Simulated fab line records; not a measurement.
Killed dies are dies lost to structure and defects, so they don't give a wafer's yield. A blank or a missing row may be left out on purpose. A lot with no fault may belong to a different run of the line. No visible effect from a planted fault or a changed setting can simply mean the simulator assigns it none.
Split-lot trial -- flow berkeley cmos170 -- 23 wafers read from 5 lots, route of 331 steps

SPLIT DETAILS
At UCB170_START_OXIDATION_02 (target thk 20 nm, ox time 1800 s), the setting ox time s was moved away from the recipe's 1800 s on 20 of the 23 wafers read, by -7.5% to +5.7%. The other wafers ran this setting at the recipe's value.

The split's own step is where the reading is taken.

THE READING
SiO2_of_START_OXIDATION_02.thk nm (the simulator's own value, which no gauge read), in nm, at UCB170_START_OXIDATION_02 (target thk 20 nm, ox time 1800 s). There is no usual value for it anywhere in the file. The 3 wafers here that ran the recipe average 20.27 nm, standard deviation 0.17 nm.

wafer,"tool, chamber at the split","ox time s as run, s",against the recipe,"SiO2_of_START_OXIDATION_02.thk nm, nm",against lot-mates on the recipe
L074.1,"-, -",1669,-7.3%,19.36,no lot-mate on the recipe
L074.3,"-, -",1669,-7.3%,19.56,no lot-mate on the recipe
L074.5,"-, -",1669,-7.3%,19.56,no lot-mate on the recipe
L074.4,"-, -",1669,-7.3%,19.35,no lot-mate on the recipe
L074.6,"-, -",1669,-7.3%,19.3,no lot-mate on the recipe
L080.1,"-, -",1665,-7.5%,18.68,no lot-mate on the recipe
L080.2,"-, -",1665,-7.5%,18.9,no lot-mate on the recipe
L080.3,"-, -",1665,-7.5%,19.05,no lot-mate on the recipe
L080.4,"-, -",1665,-7.5%,19.19,no lot-mate on the recipe
L080.5,"-, -",1665,-7.5%,18.79,no lot-mate on the recipe
L081.1,"-, -",1721,-4.4%,18.81,no lot-mate on the recipe
L081.2,"-, -",1721,-4.4%,18.86,no lot-mate on the recipe
L081.4,"-, -",1721,-4.4%,18.94,no lot-mate on the recipe
L081.5,"-, -",1721,-4.4%,19.08,no lot-mate on the recipe
L081.6,"-, -",1721,-4.4%,18.72,no lot-mate on the recipe
L082.2,"furnace-04, 0",1800,recipe,20.45,-
L082.4,"furnace-04, 0",1800,recipe,20.04,-
L082.6,"furnace-04, 0",1800,recipe,20.33,-
L083.1,"-, -",1903,+5.7%,21.6,no lot-mate on the recipe
L083.3,"-, -",1903,+5.7%,21.27,no lot-mate on the recipe
L083.4,"-, -",1903,+5.7%,21.73,no lot-mate on the recipe
L083.5,"-, -",1903,+5.7%,21.24,no lot-mate on the recipe
L083.6,"-, -",1903,+5.7%,21.71,no lot-mate on the recipe

THE FIT
A straight line over all 23 wafers: SiO2_of_START_OXIDATION_02.thk nm changes by +0.185 nm for each +1% of ox time s; r = +0.92; the points scatter about the line by 0.42 nm.
Too few moved wafers have a lot-mate on the recipe to fit a line with each lot's own level taken away.

FILE'S OWN FIT
SiO2_of_START_OXIDATION_02.thk nm changes by +0.185 nm for each +1% of ox time s, r = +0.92.
